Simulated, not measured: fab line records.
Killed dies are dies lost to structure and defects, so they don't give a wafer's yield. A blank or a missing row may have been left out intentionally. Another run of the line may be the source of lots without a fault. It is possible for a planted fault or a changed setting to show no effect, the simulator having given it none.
Split-lot experiment / flow berkeley_cmos170 / 23 wafers read from 5 lots, route of 331 steps

ON THE SPLIT
At UCB170_SILICIDE_SPUTTER_01 (material Ti, target thk 30 nm, time 25 s), the setting power_w was moved away from the recipe's 1500 W on 4 of the 23 wafers read, by -5.7% to +4.0%. All remaining wafers had this setting at the recipe value.

SPLIT TO READING: what lies between them in the file, 1 step
- UCB170_SILICIDE_RS_MEAS_02: measures by four-point-probe

THE READING
SILICIDE_TI_THK, in nm, at UCB170_SILICIDE_THK_MEAS_03 (measures by xrf). On this fab line, fault-free wafers typically give 30.5 nm with a standard deviation of 0.37 nm.

wafer=L074.1; tool, chamber at the split=pvd_sputter-02, -; power_w as run, W=1500; against the recipe=recipe; SILICIDE_TI_THK, nm=30.5; against lot-mates on the recipe=-
wafer=L074.2; tool, chamber at the split=pvd_sputter-02, -; power_w as run, W=1500; against the recipe=recipe; SILICIDE_TI_THK, nm=30.8; against lot-mates on the recipe=-
wafer=L074.4; tool, chamber at the split=pvd_sputter-02, -; power_w as run, W=1500; against the recipe=recipe; SILICIDE_TI_THK, nm=31.0; against lot-mates on the recipe=-
wafer=L074.5; tool, chamber at the split=pvd_sputter-02, -; power_w as run, W=1500; against the recipe=recipe; SILICIDE_TI_THK, nm=30.6; against lot-mates on the recipe=-
wafer=L074.6; tool, chamber at the split=pvd_sputter-02, -; power_w as run, W=1500; against the recipe=recipe; SILICIDE_TI_THK, nm=30.9; against lot-mates on the recipe=-
wafer=L077.1; tool, chamber at the split=pvd_sputter-04, -; power_w as run, W=1560; against the recipe=+4.0%; SILICIDE_TI_THK, nm=31.9; against lot-mates on the recipe=+1.4
wafer=L077.2; tool, chamber at the split=pvd_sputter-04, -; power_w as run, W=1560; against the recipe=+4.0%; SILICIDE_TI_THK, nm=31.8; against lot-mates on the recipe=+1.3
wafer=L077.3; tool, chamber at the split=pvd_sputter-04, -; power_w as run, W=1500; against the recipe=recipe; SILICIDE_TI_THK, nm=30.3; against lot-mates on the recipe=-
wafer=L077.4; tool, chamber at the split=pvd_sputter-04, -; power_w as run, W=1500; against the recipe=recipe; SILICIDE_TI_THK, nm=30.6; against lot-mates on the recipe=-
wafer=L077.6; tool, chamber at the split=pvd_sputter-04, -; power_w as run, W=1500; against the recipe=recipe; SILICIDE_TI_THK, nm=30.6; against lot-mates on the recipe=-
wafer=L076.1; tool, chamber at the split=pvd_sputter-03, -; power_w as run, W=1500; against the recipe=recipe; SILICIDE_TI_THK, nm=31.1; against lot-mates on the recipe=-
wafer=L076.4; tool, chamber at the split=pvd_sputter-03, -; power_w as run, W=1500; against the recipe=recipe; SILICIDE_TI_THK, nm=31.6; against lot-mates on the recipe=-
wafer=L076.5; tool, chamber at the split=pvd_sputter-03, -; power_w as run, W=1500; against the recipe=recipe; SILICIDE_TI_THK, nm=31.1; against lot-mates on the recipe=-
wafer=L080.1; tool, chamber at the split=pvd_sputter-04, -; power_w as run, W=1500; against the recipe=recipe; SILICIDE_TI_THK, nm=30.3; against lot-mates on the recipe=-
wafer=L080.2; tool, chamber at the split=pvd_sputter-04, -; power_w as run, W=1500; against the recipe=recipe; SILICIDE_TI_THK, nm=30.0; against lot-mates on the recipe=-
wafer=L080.4; tool, chamber at the split=pvd_sputter-04, -; power_w as run, W=1500; against the recipe=recipe; SILICIDE_TI_THK, nm=30.3; against lot-mates on the recipe=-
wafer=L080.5; tool, chamber at the split=pvd_sputter-04, -; power_w as run, W=1500; against the recipe=recipe; SILICIDE_TI_THK, nm=29.8; against lot-mates on the recipe=-
wafer=L080.6; tool, chamber at the split=pvd_sputter-04, -; power_w as run, W=1500; against the recipe=recipe; SILICIDE_TI_THK, nm=30.2; against lot-mates on the recipe=-
wafer=L083.1; tool, chamber at the split=pvd_sputter-04, -; power_w as run, W=1414; against the recipe=-5.7%; SILICIDE_TI_THK, nm=28.4; against lot-mates on the recipe=-1.7
wafer=L083.2; tool, chamber at the split=pvd_sputter-04, -; power_w as run, W=1414; against the recipe=-5.7%; SILICIDE_TI_THK, nm=28.6; against lot-mates on the recipe=-1.5
wafer=L083.3; tool, chamber at the split=pvd_sputter-04, -; power_w as run, W=1500; against the recipe=recipe; SILICIDE_TI_THK, nm=30.1; against lot-mates on the recipe=-
wafer=L083.4; tool, chamber at the split=pvd_sputter-04, -; power_w as run, W=1500; against the recipe=recipe; SILICIDE_TI_THK, nm=29.9; against lot-mates on the recipe=-
wafer=L083.5; tool, chamber at the split=pvd_sputter-04, -; power_w as run, W=1500; against the recipe=recipe; SILICIDE_TI_THK, nm=30.3; against lot-mates on the recipe=-

FIT RESULTS
A straight line over all 23 wafers: SILICIDE_TI_THK changes by +0.346 nm for each +1% of power_w; r = +0.86; the points scatter about the line by 0.44 nm.
The same after taking each lot's own level away (the mean of its wafers on the recipe; 23 wafers): +0.299 nm for each +1%; r = +0.96; scatter 0.19 nm.
The reading moves by 1.7 nm for the largest change in power_w, on that fit.
Measured against the standard deviation above, the lots' own levels, which go from 30.10 to 31.27 nm, span 3.2 times it.
Hence the slope depends on the lot-to-lot level, as the two fits are not the same.
Check: with one of the wafers moved furthest among these (-5.7%) left out of the fit, the line predicts -1.69 nm for it against its lot-mates. Against them it came out at -1.7 nm.

FURTHER SPLITS ON THESE WAFERS
Other splits were also applied to these wafers ahead of the reading. Each is held against what the fit with the lots' levels taken away leaves over:
other split on the same wafers=UCB170_NSD_IMPLANT_08 energy_kev; wafers away from the commonest value=5; r with SILICIDE_TI_THK (lot level and that fit taken away)=-0.13

THE WHOLE CHAIN: every reading that the file lists as answering this split, in the file's order
step=UCB170_SILICIDE_SPUTTER_01; what it does=material Ti, target thk 30 nm, time 25 s; reading=Ti_of_SILICIDE_SPUTTER_01.thk_nm (the simulator's own value, which no gauge read); change (the file's fit)=+0.295 nm for each +1% of the setting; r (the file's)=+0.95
step=UCB170_SILICIDE_RS_MEAS_02; what it does=measures by four-point-probe; reading=SILICIDE_TI_RS; change (the file's fit)=-0.31 for each +1% of the setting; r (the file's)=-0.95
step=UCB170_SILICIDE_THK_MEAS_03; what it does=measures by xrf; reading=SILICIDE_TI_THK; change (the file's fit)=+0.297 for each +1% of the setting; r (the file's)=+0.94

THE FILE'S OWN FIT
SILICIDE_TI_THK changes by +0.297 nm for each +1% of power_w, r = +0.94.
